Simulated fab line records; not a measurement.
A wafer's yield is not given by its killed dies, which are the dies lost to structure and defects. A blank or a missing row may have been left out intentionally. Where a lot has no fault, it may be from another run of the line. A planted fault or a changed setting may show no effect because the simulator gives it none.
Struck lot and sound lot, side by side | flow berkeley-cmos170 | 37 steps out of a route of 331
Sound: wafers L426.3, L426.5, L426.6. Wafers struck: L429.3, L429.4, L429.5. Last of all comes the cause.
At each step with rows: each side's tool, then ch and its chambers, then its first start. Under that, the readings that differ: sound wafers | struck wafers | difference of the means | sigmas: that difference in standard deviations of wafers without a fault.
alike: readings whose means differ by less than 2 such deviations, and words and numbers that are the same on both sides. not compared: withheld readings, readings that some wafer has no value for, bounds like >300 that may hide the same value, and numbers for which the record gives no deviation and whose values overlap.
A row with sigmas, a row that says differs or no value, or rows on one side alone: a step with any of these is where the two part. Non-overlapping numbers with no deviation appear without sigmas and do not part them. A reading missing from all wafers of one side parts the sides only when that side holds two or more wafers.

UCB170_SPACER_CVD_00: deposits SiO2 from TEOS/O2, target thk 376 nm, time 47 s.
  sound on pecvd-04 ch 0,2, day 7 18:59; struck on pecvd-04 ch 1,2, day 8 16:44
  alike: heater-power-w, rf-fwd-power-W
UCB170_SPACER_THK_MEAS_01:
  struck on film-metro-02, day 8 16:47; sound on film-metro-04, day 7 19:04
  alike: SPACER_TEOS_THK
then, 1 step without rows for these wafers: UCB170_SPACER_ANNEAL_02 (time 1800 s).
UCB170_SPACER_ETCHBACK_03: etches SiO2 in CHF3/CF4/Ar, stops on Si, target depth 376 nm, time 100 s.
  sound on rie-diel-04 ch 0,2,3, day 7 23:28; struck on rie-diel-01 ch 1,3, day 8 21:23
  alike: drypump-motor-current-A, oes-product-au, rf-fwd-power-W, throttle-valve-pct
  not compared: rf-hours-counter-h
then, 6 steps without rows for these wafers: UCB170_PSD_HMDS_00 (prime time 60 s); UCB170_PSD_COAT_01 (resist thk 900 nm); UCB170_PSD_SOFTBAKE_02 (time 60 s); UCB170_PSD_EXPOSE_03 (exposes mask PSELECT MOD, target cd 1200 nm); UCB170_PSD_PEB_04; UCB170_PSD_DEVELOP_05 (develop time 45 s).
UCB170_PSD_CD_MEAS_06: the cd target is 1200 nm.
  struck on cd-sem-01, day 8 22:32; sound on cd-sem-02, day 8 02:07
  alike: cd-nm
UCB170_PSD_OVL_MEAS_07:
  struck on overlay-02, day 8 22:37; sound on overlay-02, day 8 02:12
  alike: PSD_OVL
UCB170_PSD_IMPLANT_08:
  sound on implanter-03 ch 0, day 8 02:17; struck on implanter-03 ch 0, day 8 22:42
  reading            | sound             | struck            | difference | sigmas
  tilt-deg (degrees) | 7.015 7.003 6.956 | 7.867 7.859 7.877 | +0.876     | +42
then, 1 step without rows for these wafers: UCB170_PSD_STRIP_09 (strips in O2).
UCB170_PSD_TW_MEAS_10:
  struck on film-metro-01, day 8 22:55; sound on film-metro-02, day 8 02:30
  alike: PSD_TW
then, 7 steps without rows for these wafers: UCB170_PSD_CLEAN_11 (cleans in SPM, time 600 s); UCB170_NSD_HMDS_00 (prime time 60 s); UCB170_NSD_COAT_01 (resist thk 900 nm); UCB170_NSD_SOFTBAKE_02 (time 60 s); UCB170_NSD_EXPOSE_03 (exposes mask NSELECT MOD, target cd 1200 nm); UCB170_NSD_PEB_04; UCB170_NSD_DEVELOP_05 (develop time 45 s).
UCB170_NSD_CD_MEAS_06: the cd target is 1200 nm.
  struck on cd-sem-02, day 9 00:05; sound on cd-sem-02, day 8 04:46
  alike: cd-nm
UCB170_NSD_OVL_MEAS_07:
  struck on overlay-02, day 9 00:11; sound on overlay-01, day 8 04:51
  alike: NSD_OVL
after that, 1 step had no rows for these wafers: UCB170_NSD_IMPLANT_08.
UCB170_NSD_STRIP_09: strips in O2.
  sound on plasma-asher-04 ch 0,1, day 8 05:08; struck on plasma-asher-03 ch 0,1, day 9 00:23
  alike: drypump-motor-current-A, oes-product-au, strip-time-to-endpoint-s
  not compared: rf-hours-counter-h
UCB170_NSD_TW_MEAS_10:
  struck on film-metro-03, day 9 00:28; sound on film-metro-02, day 8 05:13
  alike: NSD_TW
then, 4 steps without rows for these wafers: UCB170_NSD_CLEAN_11 (cleans in SPM, time 600 s); UCB170_BACKSIDE_HMDS_00 (prime time 60 s); UCB170_BACKSIDE_COAT_01 (resist thk 900 nm); UCB170_BACKSIDE_SOFTBAKE_02 (time 60 s).
UCB170_BACKSIDE_STRIP_03: strips in O2.
  sound on plasma-asher-04 ch 0,1, day 8 05:59; struck on plasma-asher-04 ch 0,1, day 9 01:17
  alike: drypump-motor-current-A, oes-product-au, strip-time-to-endpoint-s
  not compared: rf-hours-counter-h
then, 2 steps without rows for these wafers: UCB170_BACKSIDE_CLEAN_04 (cleans in SPM, time 600 s); UCB170_SDANNEAL_RTA_00 (time 10 s).
UCB170_SDANNEAL_RTA_01: time 5 s.
  sound on rtp-anneal-02 ch 0, day 8 06:19; struck on rtp-anneal-02 ch 0, day 9 01:37
  alike: anneal-temp-c-max, lamp-power-pct, wafer_temp_C_max
UCB170_SDANNEAL_RS_MEAS_02: measurement is done with a four-point probe.
  struck on film-metro-01, day 9 01:41; sound on film-metro-02, day 8 06:24
  reading         | sound          | struck | difference                    | sigmas
  PSD_RS (ohm/sq) | 77.3 77.1 77.2 | - - -  | no value on the struck wafers |
UCB170_SDANNEAL_RS_MEAS_03: measurement is done with a four-point probe.
  struck on film-metro-01, day 9 01:49; sound on film-metro-02, day 8 06:31
  alike: NSD_RS

== WHERE THEY PART ==
First at UCB170_PSD_IMPLANT_08; last, within this record, at UCB170_SDANNEAL_RS_MEAS_02. Later steps at which nothing parts them and some readings are alike: UCB170_SDANNEAL_RS_MEAS_03.

WHY: the cause the simulator had injected
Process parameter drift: implanter-03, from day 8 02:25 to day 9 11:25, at UCB170_PSD_IMPLANT_08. From 7, the setting tilt-deg moved by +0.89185. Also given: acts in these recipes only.
